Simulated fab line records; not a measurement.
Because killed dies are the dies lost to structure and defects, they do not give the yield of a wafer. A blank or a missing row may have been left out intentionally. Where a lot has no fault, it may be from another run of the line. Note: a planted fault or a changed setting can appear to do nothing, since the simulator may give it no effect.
fab line records / flow berkeley_cmos170 / part 2 of 2: steps 32 to 42 of 42
record: lots: 5 wafers: 15 last_day: 12
route steps=331 shown PLDD@156 NLDD@158 SPACER@171 PSD@175 NSD@187
lots that met no fault: taken from a fault-free run of the same line
start_h: the number of hours between the record's first day and the start of the first shown wafer of the lot / wait_h: hours since the lot's step before / " unchanged from the row above / L1.1+2: a single row standing in for several wafers / - no value, or no start was given / * or withheld: withheld / < > ~ a bound
route shown NAME@n: NAME is a module with steps in the file, n the number in the route of the first one / usual: mean/standard deviation taken from wafers without a fault / same: alike in all rows / chamber/n: place in a boat / sites: readings site by site / _std_site: how widely they spread, as a standard deviation / _edge_site: the outer-site mean with the inner-site mean subtracted / radius_mm: how far each site lies from the wafer's centre / mask NAME#n: copy n / behind: the last tool/chamber to shape the wafer / hold: what put the lot on hold/how long, in hours/how the hold closed / device: which transistor (n, p or np) failed to switch / end of line: at the end of the route, the tests of the same wafers / where a step has no rows: the recipe by itself / killed: count of dies lost to structure and defects at first sort (not the wafer's yield) / map: per-die view of a wafer (x killed, . not killed, _ where there is no die)
set.NAME: the run value of the setting; set.NAME@STEP: its run value at that earlier step / model.NAME: the simulator's own value behind a step, which no gauge read
certain route steps with their lots: each step a table, each wafer a row
services: a tool's chamber out of use, with start hour (start_h, from the record's first day; less than 0 if before it), hours out, and reason
== steps ==
step: UCB170_NSD_HMDS_00
recipe: prime_time_s: 60 prime_temp_c: 100
usual: prime_temp_c: 99.99/0.14
lot.wafer=L076.2 tool=litho_track-03 chamber=0 start_h=170.85 wait_h=0.0 prime_temp_c=99.87
lot.wafer=L076.3 tool=litho_track-03 chamber=0 start_h=170.85 wait_h=0.0 prime_temp_c=100.07
lot.wafer=L076.6 tool=litho_track-03 chamber=0 start_h=170.85 wait_h=0.0 prime_temp_c=99.92
lot.wafer=L081.3 tool=litho_track-01 chamber=0 start_h=194.20 wait_h=0.1 prime_temp_c=99.72
lot.wafer=L081.5 tool=litho_track-01 chamber=0 start_h=194.20 wait_h=0.1 prime_temp_c=99.76
lot.wafer=L081.6 tool=litho_track-01 chamber=0 start_h=194.20 wait_h=0.1 prime_temp_c=99.75
lot.wafer=L083.1 tool=litho_track-01 chamber=0 start_h=222.19 wait_h=0.2 prime_temp_c=99.90
lot.wafer=L083.4 tool=litho_track-01 chamber=0 start_h=222.19 wait_h=0.2 prime_temp_c=99.98
lot.wafer=L083.6 tool=litho_track-01 chamber=0 start_h=222.19 wait_h=0.2 prime_temp_c=99.78
lot.wafer=L088.2 tool=litho_track-03 chamber=0 start_h=227.36 wait_h=0.0 prime_temp_c=99.93
lot.wafer=L088.3 tool=litho_track-03 chamber=0 start_h=227.36 wait_h=0.0 prime_temp_c=99.84
lot.wafer=L088.4 tool=litho_track-03 chamber=0 start_h=227.36 wait_h=0.0 prime_temp_c=99.95
lot.wafer=L093.2 tool=litho_track-02 chamber=0 start_h=252.78 wait_h=0.1 prime_temp_c=100.13
lot.wafer=L093.3 tool=litho_track-02 chamber=0 start_h=252.78 wait_h=0.1 prime_temp_c=100.15
lot.wafer=L093.5 tool=litho_track-02 chamber=0 start_h=252.78 wait_h=0.1 prime_temp_c=99.98
step: UCB170_NSD_COAT_01
recipe: resist: KrF spin_rpm: 1500 resist_thk_nm: 907.1
lot.wafer=L076.2+3+6 tool=litho_track-03 chamber=0 start_h=171.00 wait_h=0.1
lot.wafer=L081.3+5+6 tool=litho_track-01 chamber=0 start_h=194.35 wait_h=0.1
lot.wafer=L083.1+4+6 tool=litho_track-01 chamber=0 start_h=222.34 wait_h=0.1
lot.wafer=L088.2+3+4 tool=litho_track-03 chamber=0 start_h=227.51 wait_h=0.1
lot.wafer=L093.2+3+5 tool=litho_track-02 chamber=0 start_h=252.93 wait_h=0.1
step: UCB170_NSD_SOFTBAKE_02
recipe: resist: KrF temp_c: 130 time_s: 60
usual: plate_temp_C: 129.94/0.12
lot.wafer=L076.2 tool=litho_track-03 chamber=0 start_h=171.15 wait_h=0.1 plate_temp_C=129.84
lot.wafer=L076.3 tool=litho_track-03 chamber=0 start_h=171.15 wait_h=0.1 plate_temp_C=129.69
lot.wafer=L076.6 tool=litho_track-03 chamber=0 start_h=171.15 wait_h=0.1 plate_temp_C=129.84
lot.wafer=L081.3 tool=litho_track-01 chamber=0 start_h=194.50 wait_h=0.1 plate_temp_C=129.95
lot.wafer=L081.5 tool=litho_track-01 chamber=0 start_h=194.50 wait_h=0.1 plate_temp_C=129.84
lot.wafer=L081.6 tool=litho_track-01 chamber=0 start_h=194.50 wait_h=0.1 plate_temp_C=129.90
lot.wafer=L083.1 tool=litho_track-01 chamber=0 start_h=222.49 wait_h=0.1 plate_temp_C=129.73
lot.wafer=L083.4 tool=litho_track-01 chamber=0 start_h=222.49 wait_h=0.1 plate_temp_C=130.04
lot.wafer=L083.6 tool=litho_track-01 chamber=0 start_h=222.49 wait_h=0.1 plate_temp_C=129.84
lot.wafer=L088.2 tool=litho_track-03 chamber=0 start_h=227.66 wait_h=0.1 plate_temp_C=129.82
lot.wafer=L088.3 tool=litho_track-03 chamber=0 start_h=227.66 wait_h=0.1 plate_temp_C=129.89
lot.wafer=L088.4 tool=litho_track-03 chamber=0 start_h=227.66 wait_h=0.1 plate_temp_C=129.81
lot.wafer=L093.2 tool=litho_track-02 chamber=0 start_h=253.08 wait_h=0.1 plate_temp_C=129.64
lot.wafer=L093.3 tool=litho_track-02 chamber=0 start_h=253.08 wait_h=0.1 plate_temp_C=129.92
lot.wafer=L093.5 tool=litho_track-02 chamber=0 start_h=253.08 wait_h=0.1 plate_temp_C=129.81
step: UCB170_NSD_EXPOSE_03
recipe: mask_id: NSELECT_MOD na: 0.5 sigma_outer: 0.6 source_shape: conventional target_cd_nm: 1200 dose_mj: 30
lot.wafer=L076.2+3+6 tool=krf_scanner-02 chamber=0 start_h=171.42 wait_h=0.2 mask=NSELECT_MOD#0
lot.wafer=L081.3+5+6 tool=krf_scanner-01 chamber=0 start_h=194.64 wait_h=0.1 mask=NSELECT_MOD#0
lot.wafer=L083.1+4+6 tool=krf_scanner-02 chamber=0 start_h=222.80 wait_h=0.3 mask=NSELECT_MOD#0
lot.wafer=L088.2+3+4 tool=krf_scanner-01 chamber=0 start_h=227.93 wait_h=0.2 mask=NSELECT_MOD#0
lot.wafer=L093.2+3+5 tool=krf_scanner-02 chamber=0 start_h=253.31 wait_h=0.2 mask=NSELECT_MOD#0
step: UCB170_NSD_PEB_04
recipe: peb_temp_c: 130 peb_time_s: withheld resist: KrF
usual: plate_temp_C: 129.99/0.12
lot.wafer=L076.2 tool=litho_track-01 chamber=0 start_h=171.91 wait_h=0.5 plate_temp_C=130.05
lot.wafer=L076.3 tool=litho_track-01 chamber=0 start_h=171.91 wait_h=0.5 plate_temp_C=130.09
lot.wafer=L076.6 tool=litho_track-01 chamber=0 start_h=171.91 wait_h=0.5 plate_temp_C=129.88
lot.wafer=L081.3 tool=litho_track-02 chamber=0 start_h=194.77 wait_h=0.1 plate_temp_C=130.04
lot.wafer=L081.5 tool=litho_track-02 chamber=0 start_h=194.77 wait_h=0.1 plate_temp_C=130.11
lot.wafer=L081.6 tool=litho_track-02 chamber=0 start_h=194.77 wait_h=0.1 plate_temp_C=130.08
lot.wafer=L083.1 tool=litho_track-01 chamber=0 start_h=222.91 wait_h=0.1 plate_temp_C=130.02
lot.wafer=L083.4 tool=litho_track-01 chamber=0 start_h=222.91 wait_h=0.1 plate_temp_C=130.10
lot.wafer=L083.6 tool=litho_track-01 chamber=0 start_h=222.91 wait_h=0.1 plate_temp_C=129.97
lot.wafer=L088.2 tool=litho_track-02 chamber=0 start_h=228.45 wait_h=0.5 plate_temp_C=129.94
lot.wafer=L088.3 tool=litho_track-02 chamber=0 start_h=228.45 wait_h=0.5 plate_temp_C=130.17
lot.wafer=L088.4 tool=litho_track-02 chamber=0 start_h=228.45 wait_h=0.5 plate_temp_C=129.96
lot.wafer=L093.2 tool=litho_track-03 chamber=0 start_h=253.80 wait_h=0.5 plate_temp_C=129.68
lot.wafer=L093.3 tool=litho_track-03 chamber=0 start_h=253.80 wait_h=0.5 plate_temp_C=129.81
lot.wafer=L093.5 tool=litho_track-03 chamber=0 start_h=253.80 wait_h=0.5 plate_temp_C=130.09
step: UCB170_NSD_DEVELOP_05
recipe: developer: TMAH develop_time_s: 45 resist: KrF dev_temp_c: 21
lot.wafer=L076.2+3+6 tool=litho_track-01 chamber=0 start_h=- wait_h=-
lot.wafer=L081.3+5+6 tool=litho_track-02 chamber=0 start_h=- wait_h=-
lot.wafer=L083.1+4+6 tool=litho_track-01 chamber=0 start_h=- wait_h=-
lot.wafer=L088.2+3+4 tool=litho_track-02 chamber=0 start_h=- wait_h=-
lot.wafer=L093.2+3+5 tool=litho_track-03 chamber=0 start_h=- wait_h=-
step: UCB170_NSD_CD_MEAS_06
recipe: target_cd_nm: 1200
usual: cd_nm: 1200.4/1.4
lot.wafer=L076.2 tool=cd_sem-01 chamber=- start_h=172.18 wait_h=- cd_nm=1200.9
lot.wafer=L076.3 tool=cd_sem-01 chamber=- start_h=172.18 wait_h=- cd_nm=1199.7
lot.wafer=L076.6 tool=cd_sem-01 chamber=- start_h=172.18 wait_h=- cd_nm=1201.4
lot.wafer=L081.3 tool=cd_sem-01 chamber=- start_h=195.04 wait_h=- cd_nm=1200.9
lot.wafer=L081.5 tool=cd_sem-01 chamber=- start_h=195.04 wait_h=- cd_nm=1199.0
lot.wafer=L081.6 tool=cd_sem-01 chamber=- start_h=195.04 wait_h=- cd_nm=1199.7
lot.wafer=L083.1 tool=cd_sem-02 chamber=- start_h=223.19 wait_h=- cd_nm=1198.8
lot.wafer=L083.4 tool=cd_sem-02 chamber=- start_h=223.19 wait_h=- cd_nm=1199.2
lot.wafer=L083.6 tool=cd_sem-02 chamber=- start_h=223.19 wait_h=- cd_nm=1199.4
lot.wafer=L088.2 tool=cd_sem-01 chamber=- start_h=228.72 wait_h=- cd_nm=1201.1
lot.wafer=L088.3 tool=cd_sem-01 chamber=- start_h=228.72 wait_h=- cd_nm=1200.5
lot.wafer=L088.4 tool=cd_sem-01 chamber=- start_h=228.72 wait_h=- cd_nm=1200.3
lot.wafer=L093.2 tool=cd_sem-02 chamber=- start_h=254.07 wait_h=- cd_nm=1202.3
lot.wafer=L093.3 tool=cd_sem-02 chamber=- start_h=254.07 wait_h=- cd_nm=1201.6
lot.wafer=L093.5 tool=cd_sem-02 chamber=- start_h=254.07 wait_h=- cd_nm=1202.5
step: UCB170_NSD_OVL_MEAS_07
usual: NSD_OVL: 2/5.3
lot.wafer=L076.2 tool=overlay-01 chamber=- start_h=172.29 wait_h=0.1 NSD_OVL[nm]=-2
lot.wafer=L076.3 tool=overlay-01 chamber=- start_h=172.29 wait_h=0.1 NSD_OVL[nm]=5
lot.wafer=L076.6 tool=overlay-01 chamber=- start_h=172.29 wait_h=0.1 NSD_OVL[nm]=-4
lot.wafer=L081.3 tool=overlay-02 chamber=- start_h=195.13 wait_h=0.1 NSD_OVL[nm]=9
lot.wafer=L081.5 tool=overlay-02 chamber=- start_h=195.13 wait_h=0.1 NSD_OVL[nm]=-1
lot.wafer=L081.6 tool=overlay-02 chamber=- start_h=195.13 wait_h=0.1 NSD_OVL[nm]=13
lot.wafer=L083.1 tool=overlay-02 chamber=- start_h=223.31 wait_h=0.1 NSD_OVL[nm]=-3
lot.wafer=L083.4 tool=overlay-02 chamber=- start_h=223.31 wait_h=0.1 NSD_OVL[nm]=-1
lot.wafer=L083.6 tool=overlay-02 chamber=- start_h=223.31 wait_h=0.1 NSD_OVL[nm]=-5
lot.wafer=L088.2 tool=overlay-01 chamber=- start_h=228.83 wait_h=0.1 NSD_OVL[nm]=6
lot.wafer=L088.3 tool=overlay-01 chamber=- start_h=228.83 wait_h=0.1 NSD_OVL[nm]=-5
lot.wafer=L088.4 tool=overlay-01 chamber=- start_h=228.83 wait_h=0.1 NSD_OVL[nm]=3
lot.wafer=L093.2 tool=overlay-02 chamber=- start_h=254.17 wait_h=0.1 NSD_OVL[nm]=0
lot.wafer=L093.3 tool=overlay-02 chamber=- start_h=254.17 wait_h=0.1 NSD_OVL[nm]=0
lot.wafer=L093.5 tool=overlay-02 chamber=- start_h=254.17 wait_h=0.1 NSD_OVL[nm]=5
step: UCB170_NSD_IMPLANT_08
recipe: species: P dose_cm2: 3e+15 energy_kev: 40 tilt_deg: 7
lot.wafer=L076.2+3+6 tool=implanter-03 chamber=0 start_h=172.34 wait_h=0.0
lot.wafer=L081.3+5+6 tool=implanter-02 chamber=0 start_h=195.20 wait_h=0.1
lot.wafer=L083.1+4+6 tool=implanter-03 chamber=0 start_h=223.35 wait_h=0.0
lot.wafer=L088.2+3+4 tool=implanter-01 chamber=0 start_h=228.89 wait_h=0.0
lot.wafer=L093.2+3+5 tool=implanter-03 chamber=0 start_h=254.23 wait_h=0.0
step: UCB170_NSD_STRIP_09
recipe: chemistry: O2 power_w: 400 pressure_mtorr: 3500 platen_temp_c: withheld o2_flow_sccm: 400 overash_fraction: 0.5
usual: drypump_motor_current_A: 5.6/0.59 oes_product_au: 0.535/0.0044 strip_time_to_endpoint_s: 36.01/0.078
same: overash_fraction: 0.5
lot.wafer=L076.2 tool=plasma_asher-04 chamber=1 start_h=172.47 wait_h=0.1 drypump_motor_current_A=5.7 oes_product_au=0.541 rf_hours_counter_h=39 strip_time_to_endpoint_s=35.97
lot.wafer=L076.3 tool=plasma_asher-04 chamber=0 start_h=172.47 wait_h=0.1 drypump_motor_current_A=6.3 oes_product_au=0.533 rf_hours_counter_h=- strip_time_to_endpoint_s=35.95
lot.wafer=L076.6 tool=plasma_asher-04 chamber=0 start_h=172.47 wait_h=0.1 drypump_motor_current_A=6.3 oes_product_au=0.536 rf_hours_counter_h=- strip_time_to_endpoint_s=36.00
lot.wafer=L081.3 tool=plasma_asher-03 chamber=0 start_h=195.33 wait_h=0.1 drypump_motor_current_A=4.8 oes_product_au=0.535 rf_hours_counter_h=- strip_time_to_endpoint_s=36.02
lot.wafer=L081.5 tool=plasma_asher-03 chamber=0 start_h=195.33 wait_h=0.1 drypump_motor_current_A=4.8 oes_product_au=0.538 rf_hours_counter_h=- strip_time_to_endpoint_s=35.99
lot.wafer=L081.6 tool=plasma_asher-03 chamber=1 start_h=195.33 wait_h=0.1 drypump_motor_current_A=5.2 oes_product_au=0.532 rf_hours_counter_h=- strip_time_to_endpoint_s=36.05
lot.wafer=L083.1 tool=plasma_asher-04 chamber=1 start_h=223.50 wait_h=0.1 drypump_motor_current_A=5.7 oes_product_au=0.539 rf_hours_counter_h=44 strip_time_to_endpoint_s=36.12
lot.wafer=L083.4 tool=plasma_asher-04 chamber=0 start_h=223.50 wait_h=0.1 drypump_motor_current_A=6.3 oes_product_au=0.544 rf_hours_counter_h=- strip_time_to_endpoint_s=36.14
lot.wafer=L083.6 tool=plasma_asher-04 chamber=0 start_h=223.50 wait_h=0.1 drypump_motor_current_A=6.3 oes_product_au=0.540 rf_hours_counter_h=- strip_time_to_endpoint_s=36.08
lot.wafer=L088.2 tool=plasma_asher-03 chamber=0 start_h=229.01 wait_h=0.1 drypump_motor_current_A=4.8 oes_product_au=0.537 rf_hours_counter_h=45 strip_time_to_endpoint_s=36.02
lot.wafer=L088.3 tool=plasma_asher-03 chamber=1 start_h=229.01 wait_h=0.1 drypump_motor_current_A=5.2 oes_product_au=0.528 rf_hours_counter_h=- strip_time_to_endpoint_s=35.93
lot.wafer=L088.4 tool=plasma_asher-03 chamber=0 start_h=229.01 wait_h=0.1 drypump_motor_current_A=4.8 oes_product_au=0.541 rf_hours_counter_h=- strip_time_to_endpoint_s=36.06
lot.wafer=L093.2 tool=plasma_asher-04 chamber=0 start_h=254.35 wait_h=0.1 drypump_motor_current_A=6.3 oes_product_au=0.541 rf_hours_counter_h=48 strip_time_to_endpoint_s=36.01
lot.wafer=L093.3 tool=plasma_asher-04 chamber=1 start_h=254.35 wait_h=0.1 drypump_motor_current_A=5.7 oes_product_au=0.531 rf_hours_counter_h=- strip_time_to_endpoint_s=36.00
lot.wafer=L093.5 tool=plasma_asher-04 chamber=0 start_h=254.35 wait_h=0.1 drypump_motor_current_A=6.3 oes_product_au=0.530 rf_hours_counter_h=- strip_time_to_endpoint_s=36.06
step: UCB170_NSD_TW_MEAS_10
usual: NSD_TW: 4183/31
lot.wafer=L076.2 tool=film_metro-02 chamber=- start_h=172.58 wait_h=0.1 NSD_TW=4226
lot.wafer=L076.3 tool=film_metro-02 chamber=- start_h=172.58 wait_h=0.1 NSD_TW=4200
lot.wafer=L076.6 tool=film_metro-02 chamber=- start_h=172.58 wait_h=0.1 NSD_TW=4232
lot.wafer=L081.3 tool=film_metro-02 chamber=- start_h=195.42 wait_h=0.1 NSD_TW=4193
lot.wafer=L081.5 tool=film_metro-02 chamber=- start_h=195.42 wait_h=0.1 NSD_TW=4204
lot.wafer=L081.6 tool=film_metro-02 chamber=- start_h=195.42 wait_h=0.1 NSD_TW=4196
lot.wafer=L083.1 tool=film_metro-04 chamber=- start_h=223.60 wait_h=0.1 NSD_TW=4147
lot.wafer=L083.4 tool=film_metro-04 chamber=- start_h=223.60 wait_h=0.1 NSD_TW=4171
lot.wafer=L083.6 tool=film_metro-04 chamber=- start_h=223.60 wait_h=0.1 NSD_TW=4143
lot.wafer=L088.2 tool=film_metro-02 chamber=- start_h=229.12 wait_h=0.1 NSD_TW=4182
lot.wafer=L088.3 tool=film_metro-02 chamber=- start_h=229.12 wait_h=0.1 NSD_TW=4179
lot.wafer=L088.4 tool=film_metro-02 chamber=- start_h=229.12 wait_h=0.1 NSD_TW=4184
lot.wafer=L093.2 tool=film_metro-04 chamber=- start_h=254.46 wait_h=0.1 NSD_TW=4163
lot.wafer=L093.3 tool=film_metro-04 chamber=- start_h=254.46 wait_h=0.1 NSD_TW=4187
lot.wafer=L093.5 tool=film_metro-04 chamber=- start_h=254.46 wait_h=0.1 NSD_TW=4177
== services ==
tool=pecvd-02 chamber=- start_h=135.50 hours=14.0 kind=pm
tool=krf_scanner-01 chamber=- start_h=137.00 hours=2.4 kind=repair
tool=implanter-03 chamber=- start_h=145.18 hours=1.7 kind=repair
tool=furnace-04 chamber=- start_h=157.66 hours=2.8 kind=pm
tool=krf_scanner-01 chamber=- start_h=157.87 hours=1.3 kind=pm
tool=implanter-01 chamber=- start_h=158.76 hours=1.0 kind=repair
tool=krf_scanner-02 chamber=- start_h=159.43 hours=0.2 kind=repair
tool=implanter-04 chamber=- start_h=167.76 hours=2.4 kind=repair
tool=implanter-02 chamber=- start_h=168.64 hours=4.4 kind=pm
tool=implanter-04 chamber=- start_h=170.53 hours=4.1 kind=repair
tool=krf_scanner-02 chamber=- start_h=173.20 hours=0.5 kind=repair
tool=plasma_asher-03 chamber=- start_h=174.90 hours=2.8 kind=pm
tool=wet_bench-02 chamber=- start_h=177.92 hours=8.2 kind=repair
tool=plasma_asher-04 chamber=- start_h=184.38 hours=2.9 kind=repair
tool=pecvd-02 chamber=0 start_h=190.99 hours=2.1 kind=repair
tool=implanter-03 chamber=- start_h=208.27 hours=3.2 kind=repair
tool=rie_diel-04 chamber=3 start_h=210.00 hours=3.5 kind=repair
tool=krf_scanner-02 chamber=- start_h=212.42 hours=1.0 kind=pm
tool=implanter-03 chamber=- start_h=219.94 hours=3.4 kind=repair
tool=krf_scanner-01 chamber=- start_h=225.76 hours=0.8 kind=pm
tool=krf_scanner-01 chamber=- start_h=229.44 hours=1.0 kind=pm
tool=rie_diel-04 chamber=- start_h=238.55 hours=2.8 kind=pm
tool=krf_scanner-02 chamber=- start_h=243.79 hours=1.7 kind=repair
tool=krf_scanner-02 chamber=- start_h=249.57 hours=0.6 kind=repair
